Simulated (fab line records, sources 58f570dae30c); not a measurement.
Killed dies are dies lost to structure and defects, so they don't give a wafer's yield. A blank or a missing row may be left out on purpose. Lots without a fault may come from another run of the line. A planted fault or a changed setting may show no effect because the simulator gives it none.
Which tool did it? | flow berkeley_cmos170 | 14 lots, 42 wafers sampled, at 3 steps of a route of 331

WHAT THE GAUGES READ, wafer by wafer
UCB170_NLDD_TW_MEAS_11.
lot  | measured     | on            | NLDD_TW
L232 | day 6 06:16  | film_metro-01 | 2211 2214 2213
L234 | day 7 07:54  | film_metro-02 | 2209 2192 2183
L233 | day 7 08:10  | film_metro-03 | 2214 2216 2201
L235 | day 7 08:26  | film_metro-01 | 2215 2206 2215
L239 | day 7 20:37  | film_metro-02 | 2070 2077 2066 2069 2074 2077
L243 | day 9 05:03  | film_metro-02 | 2067 2068 2063 2056 2068 2058
L245 | day 9 10:57  | film_metro-01 | 2204 2206 2192
L244 | day 9 11:11  | film_metro-03 | 2209 2208 2203
L248 | day 9 11:26  | film_metro-03 | 2206 2206 2192
L247 | day 9 14:10  | film_metro-02 | 2194 2200 2190
L249 | day 10 00:41 | film_metro-01 | 2215 2237 2226
L250 | day 10 10:23 | film_metro-03 | 2230 2226 2229
L255 | day 11 09:59 | film_metro-02 | 2207 2207 2215
L253 | day 11 10:15 | film_metro-02 | 2212 2211 2210

UCB170_SDANNEAL_RS_MEAS_05: measures by four-point-probe.
lot  | measured     | on            | NLDD_RS (ohm/sq)
L232 | day 6 16:20  | film_metro-03 | 615.0 614.4 614.9
L234 | day 7 16:28  | film_metro-02 | 616.2 616.5 616.4
L233 | day 7 16:43  | film_metro-01 | 616.6 616.9 616.8
L235 | day 7 16:46  | film_metro-03 | 618.0 616.5 617.0
L239 | day 8 09:59  | film_metro-01 | 712.3 715.3 713.1 714.4 713.8 713.3
L243 | day 9 16:22  | film_metro-03 | 715.3 715.4 713.5 714.6 715.3 713.4
L245 | day 9 21:27  | film_metro-01 | 617.4 617.4 617.1
L244 | day 9 21:44  | film_metro-02 | 616.3 618.9 615.3
L248 | day 9 22:19  | film_metro-02 | 615.4 615.0 616.0
L247 | day 9 22:08  | film_metro-03 | 616.6 613.8 615.7
L249 | day 10 12:40 | film_metro-02 | 616.6 617.3 616.9
L250 | day 10 19:12 | film_metro-03 | 612.3 614.3 613.1
L255 | day 11 19:31 | film_metro-02 | 617.4 615.0 615.5
L253 | day 11 20:09 | film_metro-02 | 615.4 613.4 617.0

WHICH TOOL RAN EACH LOT (tool, then ch and the chambers of the sampled wafers, then the start)
lot  | UCB170_NLDD_IMPLANT_08
L232 | implanter-01 ch 0, day 6 05:52
L234 | implanter-01 ch 0, day 7 07:31
L233 | implanter-02 ch 0, day 7 07:46
L235 | implanter-01 ch 0, day 7 08:02
L239 | implanter-02 ch 0, day 7 20:13
L243 | implanter-02 ch 0, day 9 04:39
L245 | implanter-01 ch 0, day 9 10:33
L244 | implanter-04 ch 0, day 9 10:47
L248 | implanter-01 ch 0, day 9 11:02
L247 | implanter-04 ch 0, day 9 13:46
L249 | implanter-04 ch 0, day 10 00:19
L250 | implanter-04 ch 0, day 10 10:01
L255 | implanter-01 ch 0, day 11 09:35
L253 | implanter-02 ch 0, day 11 09:52
- UCB170_NLDD_IMPLANT_08

WHAT THE TOOLS THEMSELVES READ (means of the sampled wafers that have a number; where no wafer has one, the mark that the record gives instead)
UCB170_NLDD_IMPLANT_08.
lot  | tool         | dose_ions_cm2 | end_station_pressure_torr (Torr) | faraday_current_uA
L232 | implanter-01 | 5e+13         | 5.18e-06                         | 158.1
L234 | implanter-01 | 5e+13         | 5.24e-06                         | 159.2
L233 | implanter-02 | 5e+13         | 4.96e-06                         | 159.9
L235 | implanter-01 | 5e+13         | 5.23e-06                         | 157.9
L239 | implanter-02 | 3e+13         | 5.03e-06                         | 96.8
L243 | implanter-02 | 3e+13         | 4.82e-06                         | 97.4
L245 | implanter-01 | 5e+13         | 4.85e-06                         | 156.9
L244 | implanter-04 | 5e+13         | 4.98e-06                         | 160.9
L248 | implanter-01 | 5e+13         | 5.30e-06                         | 159.0
L247 | implanter-04 | 5e+13         | 5.22e-06                         | 159.1
L249 | implanter-04 | 5e+13         | 4.83e-06                         | 159.9
L250 | implanter-04 | 5e+13         | 5.09e-06                         | 157.0
L255 | implanter-01 | 5e+13         | 5.16e-06                         | 160.9
L253 | implanter-02 | 5e+13         | 4.96e-06                         | 159.4

THE ANSWER, worked out from the rows above alone
Rule: what is usual is taken from the lots themselves. Put in order of their means at a reading, lots are off if they are a third of the lots or fewer, leave a main group of 4 or more, and stand apart from it by a gap of 3 or more times the standard deviation of the main group's means; of several such gaps the widest counts. A main group whose means are all the same, to the digits that the tables above print for the reading, isn't used. A lot without any number at a reading at which 4 lots or more have one is off too. The other lots that the step has rows for count as sound. The gauges are gone through in route order, then the tools' own readings, and for those a lot's mean is taken as printed above. The first step at which some lot is off is used, and at that step the reading that is off furthest; a lot without a number counts as furthest.
Off: L239, L243, at UCB170_NLDD_TW_MEAS_11 (NLDD_TW). The main group: mean 2209, standard deviation 10.
A tool fits if, at a process step before that reading, it ran every lot that is off, and no sound lot after the first of them. The gauges at UCB170_NLDD_TW_MEAS_11 aren't tried: what is off there is off at UCB170_SDANNEAL_RS_MEAS_05 too, on other tools, and a gauge's error can't cause that. None of those tried fits.

WHAT THE SIMULATOR HAD PUT IN
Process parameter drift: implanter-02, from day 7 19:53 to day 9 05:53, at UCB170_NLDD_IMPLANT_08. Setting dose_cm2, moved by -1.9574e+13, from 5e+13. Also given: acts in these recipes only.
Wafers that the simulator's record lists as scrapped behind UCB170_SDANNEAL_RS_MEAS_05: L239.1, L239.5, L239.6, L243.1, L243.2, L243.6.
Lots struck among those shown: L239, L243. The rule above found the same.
